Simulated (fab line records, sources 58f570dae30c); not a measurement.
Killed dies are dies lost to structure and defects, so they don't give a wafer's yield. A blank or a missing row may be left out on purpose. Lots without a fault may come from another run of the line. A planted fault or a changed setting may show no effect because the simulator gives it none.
Chamber matching | flow berkeley_cmos170 | UCB170_SPACER_CVD_00 on pecvd-01: 3 sister chambers
The step deposits SiO2 from TEOS/O2, target thk 376 nm, time 47 s. 6 wafers are shown with their chamber, then 7 later ones without.

WAFERS WITH THEIR CHAMBER
wafer  | chamber | heater_power_w (W)
L358.5 | 1       | 213
L362.6 | 1       | 154
L364.1 | 0       | 331
L364.6 | 2       | 241
L368.1 | 2       | 236
L368.5 | 0       | 320

WAFERS WITHOUT THEIR CHAMBER
wafer  | heater_power_w (W)
L368.6 | 264
L370.1 | 254
L370.3 | 331
L370.4 | 233
L372.2 | 303
L372.3 | 298
L372.6 | 326

WHICH CHAMBER EACH WENT THROUGH
wafer  | from the rows above     | in truth
L368.6 | can't be placed: 2 or 0 | 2
L370.1 | 2                       | 2
L370.3 | 0                       | 0
L370.4 | can't be placed: 2 or 1 | 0
L372.2 | can't be placed: 0 or 2 | 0
L372.3 | can't be placed: 0 or 2 | 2
L372.6 | 0                       | 0
Placed correctly: 3 of 7. Can't be placed from these rows: 4 (the true chamber is among the candidates in 3). Placed wrongly: 0.
How it was worked out, from the rows above alone: a wafer's distance from a chamber is the root of the sum, over the readings, of the square of ((its reading less the chamber's mean) divided by the reading's scatter). The wafer belongs to the nearest chamber; if the next one is less than 2 further off, it can't be placed. A chamber's mean is the mean of its shown wafers. The scatter: the root of (the sum of the squares of (reading less its chamber's mean) over the shown wafers, divided by (wafers less chambers)).
